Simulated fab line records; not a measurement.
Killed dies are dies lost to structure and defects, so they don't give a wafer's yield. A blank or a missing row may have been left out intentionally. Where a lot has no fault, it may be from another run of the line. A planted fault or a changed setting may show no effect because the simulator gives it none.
Split-lot study | flow rit cmos | 27 wafers read from 5 lots, route of 202 steps

ABOUT THE SPLIT
At RIT_GATE_ETCH_19 (etches poly-Si in SF6/CHF3/O2, stops on SiO2, time 165 s, target depth 312.5 nm), the setting target depth a was moved away from the recipe's 3125 angstrom on 9 of the 27 wafers read, by -48.5% to -17.4%. The other wafers ran this setting at the recipe's value.

Reading taken at the split's own step.

THE READING
oes product au, in a.u., at RIT_GATE_ETCH_19 (etches poly-Si in SF6/CHF3/O2, stops on SiO2, time 165 s, target depth 312.5 nm). Typical for fault-free wafers on this fab line: 0.846 a.u., with standard deviation 0.01 a.u.

wafer  | tool, chamber at the split | target depth a as run, angstrom | against the recipe | oes product au, a.u. | against lot-mates on the recipe
L075.1 | rie si-02, 3               | 1608                            | -48.5%             | 1.011                | +0.162
L075.2 | rie si-02, 1               | 3125                            | recipe             | 0.850                | -
L075.3 | rie si-02, 0               | 1608                            | -48.5%             | 1.011                | +0.162
L075.4 | rie si-02, 2               | 3125                            | recipe             | 0.848                | -
L075.5 | rie si-02, 0               | 3125                            | recipe             | 0.850                | -
L075.6 | rie si-02, 1               | 1608                            | -48.5%             | 1.038                | +0.189
L077.1 | rie si-02, 0               | 3125                            | recipe             | 0.854                | -
L077.2 | rie si-02, 1               | 2581                            | -17.4%             | 0.986                | +0.133
L077.3 | rie si-02, 2               | 2581                            | -17.4%             | 0.952                | +0.099
L077.4 | rie si-02, 3               | 3125                            | recipe             | 0.856                | -
L077.5 | rie si-02, 1               | 2581                            | -17.4%             | 0.968                | +0.115
L077.6 | rie si-02, 2               | 3125                            | recipe             | 0.848                | -
L079.1 | rie si-02, 3               | 3125                            | recipe             | 0.858                | -
L079.2 | rie si-02, 1               | 3125                            | recipe             | 0.843                | -
L079.3 | rie si-02, 0               | 3125                            | recipe             | 0.838                | -
L079.4 | rie si-02, 2               | 3125                            | recipe             | 0.842                | -
L079.5 | rie si-02, 3               | 3125                            | recipe             | 0.853                | -
L079.6 | rie si-02, 0               | 3125                            | recipe             | 0.840                | -
L080.1 | rie si-01, 1               | 3125                            | recipe             | 0.841                | -
L080.2 | rie si-01, 2               | 1831                            | -41.4%             | 0.970                | +0.132
L080.3 | rie si-01, 0               | 3125                            | recipe             | 0.841                | -
L080.4 | rie si-01, 3               | 1831                            | -41.4%             | 1.042                | +0.204
L080.5 | rie si-01, 1               | 1831                            | -41.4%             | 0.975                | +0.137
L080.6 | rie si-01, 0               | 3125                            | recipe             | 0.833                | -
L082.1 | rie si-01, 2               | 3125                            | recipe             | 0.840                | -
L082.2 | rie si-01, 3               | 3125                            | recipe             | 0.858                | -
L082.6 | rie si-01, 3               | 3125                            | recipe             | 0.852                | -

THE FIT
A straight line over all 27 wafers: oes product au changes by -0.00368 a.u. for each +1% of target depth a; r = -0.95; the points scatter about the line by 0.024 a.u.
The same after taking each lot's own level away (the mean of its wafers on the recipe; 27 wafers): -0.00372 a.u. for each +1%; r = -0.96; scatter 0.022 a.u.
That fit puts the effect of the largest move of target depth a on the reading at 0.18 a.u.
The lots' own levels span 0.8383 to 0.8527 a.u., that is 1.4 times the standard deviation above.
The two slopes are in agreement: the lot-to-lot level therefore moves the slope only a little.
Check: for one of the wafers moved furthest among these (-48.5%), held out of the fit, the line's prediction against its lot-mates is +0.191 a.u. It came out at +0.162 a.u. against them.
Tool readings at the split's step, against how far the setting was moved: oes product au r = -0.95.

THE WHOLE CHAIN: every reading that the file lists as answering this split, in the file's order
step             | what it does                                                                    | reading                                                                         | change (the file's fit)                   | r (the file's)
RIT_GATE_ETCH_19 | etches poly-Si in SF6/CHF3/O2, stops on SiO2, time 165 s, target depth 312.5 nm | oes product au                                                                  | -0.00385 a.u. for each +1% of the setting | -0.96
RIT_GATE_ETCH_19 | etches poly-Si in SF6/CHF3/O2, stops on SiO2, time 165 s, target depth 312.5 nm | GATE.feature depth nm (the simulator's own value, which no gauge read)          | +1.56 nm for each +1% of the setting      | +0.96
RIT_GATE_ETCH_19 | etches poly-Si in SF6/CHF3/O2, stops on SiO2, time 165 s, target depth 312.5 nm | etch.depth nm (the simulator's own value, which no gauge read)                  | +1.56 nm for each +1% of the setting      | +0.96
RIT_GATE_ETCH_19 | etches poly-Si in SF6/CHF3/O2, stops on SiO2, time 165 s, target depth 312.5 nm | NOVOLAK_of_GATE_COAT_11.thk nm (the simulator's own value, which no gauge read) | -0.819 nm for each +1% of the setting     | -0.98
RIT_M1_PROBE_99  |                                                                                 | etest.nplus sal.width nm (the simulator's own value, which no gauge read)       | +3.41 nm for each +1% of the setting      | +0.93
RIT_M1_PROBE_99  |                                                                                 | etest.pplus sal.width nm (the simulator's own value, which no gauge read)       | +3.6 nm for each +1% of the setting       | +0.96
RIT_M1_PROBE_99  |                                                                                 | etest.pwell pinched.rs ohm sq (the simulator's own value, which no gauge read)  | +0.832 for each +1% of the setting        | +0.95
RIT_M1_PROBE_99  |                                                                                 | etest.nwell pinched.rs ohm sq (the simulator's own value, which no gauge read)  | +0.703 for each +1% of the setting        | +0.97

THE FILE'S OWN FIT
oes product au changes by -0.00385 a.u. for each +1% of target depth a, r = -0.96.
